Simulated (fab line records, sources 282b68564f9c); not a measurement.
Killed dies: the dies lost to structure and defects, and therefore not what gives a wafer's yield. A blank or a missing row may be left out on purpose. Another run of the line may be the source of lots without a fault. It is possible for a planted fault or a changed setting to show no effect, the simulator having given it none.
What tool caused it? / flow rit cmos / 7 lots with 21 wafers sampled at 2 steps, on a route of 202 steps

WHAT EACH GAUGE READ, for each wafer
RIT_GATE_THK_MEAS_09.
lot=L902; measured=day 3 03:46; on=film metro-01; GATE_POLY_THK (nm)=251.6 248.3 250.4
lot=L904; measured=day 3 17:50; on=film metro-01; GATE_POLY_THK (nm)=249.0 249.6 250.0
lot=L906; measured=day 4 04:02; on=film metro-03; GATE_POLY_THK (nm)=251.7 251.1 251.7
lot=L908; measured=day 4 14:49; on=film metro-01; GATE_POLY_THK (nm)=249.6 250.0 248.1
lot=L912; measured=day 5 07:23; on=film metro-03; GATE_POLY_THK (nm)=252.8 251.4 252.1
lot=L914; measured=day 5 20:11; on=film metro-04; GATE_POLY_THK (nm)=334.5 332.3 337.3
lot=L921; measured=day 7 05:40; on=film metro-03; GATE_POLY_THK (nm)=249.8 249.9 249.3

WHICH TOOL RAN EACH LOT (tool, then ch and the chambers of the sampled wafers, then the start)
lot=L902; RIT_GATE_CVD_08=lpcvd-02 ch 0, day 3 02:08
lot=L904; RIT_GATE_CVD_08=lpcvd-02 ch 0, day 3 16:12
lot=L906; RIT_GATE_CVD_08=lpcvd-02 ch 1, day 4 02:25
lot=L908; RIT_GATE_CVD_08=lpcvd-01 ch 1, day 4 13:11
lot=L912; RIT_GATE_CVD_08=lpcvd-01 ch 1, day 5 05:46
lot=L914; RIT_GATE_CVD_08=lpcvd-01 ch 0, day 5 18:34
lot=L921; RIT_GATE_CVD_08=lpcvd-02 ch 1, day 7 04:03
- RIT_GATE_CVD_08: deposits poly-Si from SiH4, target thk 250 nm, time 2220 s.

THE ANSWER, worked out from the rows above alone
Rule: the lots themselves supply what counts as usual. The widest of any qualifying gaps counts: lots, ordered by their means at a reading, are off when they make up no more than a third of the lots, leave a main group of 4 or more, and stand apart from it by 3 or more times the standard deviation of that group's means. The tables above print the reading to a certain number of digits; a main group whose means all agree to those digits is not used. Also off: a lot with no number at a reading for which 4 or more lots have one. Where the step has rows for the other lots, those lots are counted as sound.
Off: L914, at RIT_GATE_THK_MEAS_09 (GATE_POLY_THK). The main group: mean 250.4 nm, standard deviation 1.1.
If a tool, at a process step before that reading, ran all the lots that are off and no sound lot after the first of them, it fits. The gauges at RIT_GATE_THK_MEAS_09 are tried like those tools. Can't be told from this: 2 tools fit, lpcvd-01 at RIT_GATE_CVD_08, film metro-04 at RIT_GATE_THK_MEAS_09.

WHAT HAD BEEN PUT IN BY THE SIMULATOR
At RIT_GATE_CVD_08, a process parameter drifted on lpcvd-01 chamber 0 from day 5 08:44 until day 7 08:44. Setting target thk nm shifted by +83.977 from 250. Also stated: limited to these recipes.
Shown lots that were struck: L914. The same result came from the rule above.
